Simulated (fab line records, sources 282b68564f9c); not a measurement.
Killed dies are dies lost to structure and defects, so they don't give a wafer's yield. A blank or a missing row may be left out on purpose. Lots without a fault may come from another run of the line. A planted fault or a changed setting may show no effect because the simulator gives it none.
A struck lot beside a sound one | flow rit_cmos | 14 steps out of a route of 202
Sound: wafers L560.2, L560.4, L560.5. Struck: wafers L573.1, L573.3, L573.5. The cause comes at the end.
At each step with rows: each side's tool, then ch and its chambers, then its first start. Under that, the readings that differ: sound wafers | struck wafers | difference of the means | sigmas: that difference in standard deviations of wafers without a fault.
alike: readings whose means differ by less than 2 such deviations, and words and numbers that are the same on both sides. not compared: withheld readings, readings that some wafer has no value for, bounds like >300 that may hide the same value, and numbers for which the record gives no deviation and whose values overlap.
The two part at a step that has a row with sigmas, a row that says differs or no value, or rows on one side only. Numbers that don't overlap but have no deviation are shown without sigmas and don't part them. A reading that every wafer of one side lacks parts them only if that side has two wafers or more.

RIT_SILICIDE_RS_MEAS_02: measures by four-point-probe.
  sound on film_metro-04, day 5 12:17; struck on film_metro-04, day 7 21:36
  alike: SILICIDE_TI_RS
RIT_SILICIDE_THK_MEAS_03: measures by xrf.
  sound on film_metro-04, day 5 12:23; struck on film_metro-04, day 7 21:43
  alike: SILICIDE_TI_THK
RIT_SILICIDE_RTA_04: time 10 s, ramp up 5 s, ramp down 5 s.
  sound on rtp_anneal-02 ch 0, day 5 12:27; struck on rtp_anneal-02 ch 0, day 7 21:47
  alike: wafer_temp_C_max
then, 1 step without rows for these wafers: RIT_SILICIDE_WET_ETCH_05 (etches Ti in SPM, time 120 s).
RIT_SILICIDE_RTA_06: time 10.37 s, ramp up 5 s, ramp down 10 s.
  sound on rtp_anneal-01 ch 0, day 5 12:34; struck on rtp_anneal-01 ch 0, day 7 21:53
  alike: wafer_temp_C_max
RIT_CONTACT_CVD_00: deposits SiO2 from TEOS, target thk 400 nm, time 61 s.
  sound on pecvd-02 ch 1,2, day 5 12:37; struck on pecvd-02 ch 1,2, day 7 22:02
  alike: heater_power_w
RIT_CONTACT_THK_MEAS_01:
  sound on film_metro-03, day 5 12:41; struck on film_metro-01, day 7 22:05
  alike: CONTACT_TEOS_THK
then, 5 steps without rows for these wafers: RIT_CONTACT_HMDS_02 (prime time 60 s); RIT_CONTACT_COAT_03 (resist thk 1000 nm); RIT_CONTACT_SOFTBAKE_04 (time 60 s); RIT_CONTACT_EXPOSE_05 (exposes mask M11, target cd 1000 nm); RIT_CONTACT_PEB_06.
RIT_CONTACT_DEVELOP_07: develop time 120 s.
  sound on litho_track-03 ch 0, day 5 13:00; struck on litho_track-01, day 7 22:00
  no value came back on the struck wafers for chill_plate_temp_C (C), develop_time_s (s); on the sound wafers chill_plate_temp_C (C) reads 23.18 23.14 23.09
RIT_CONTACT_CD_MEAS_08: target cd 1000 nm.
  sound on cd_sem-01, day 5 14:03; struck on cd_sem-01, day 7 23:06
  reading    | sound               | struck | difference                    | sigmas
  cd_nm (nm) | 1000.6 1001.3 999.6 | - - -  | no value on the struck wafers |

WHERE THEY PART
First at RIT_CONTACT_DEVELOP_07; last, within this record, at RIT_CONTACT_CD_MEAS_08.

WHY: what the simulator had put in
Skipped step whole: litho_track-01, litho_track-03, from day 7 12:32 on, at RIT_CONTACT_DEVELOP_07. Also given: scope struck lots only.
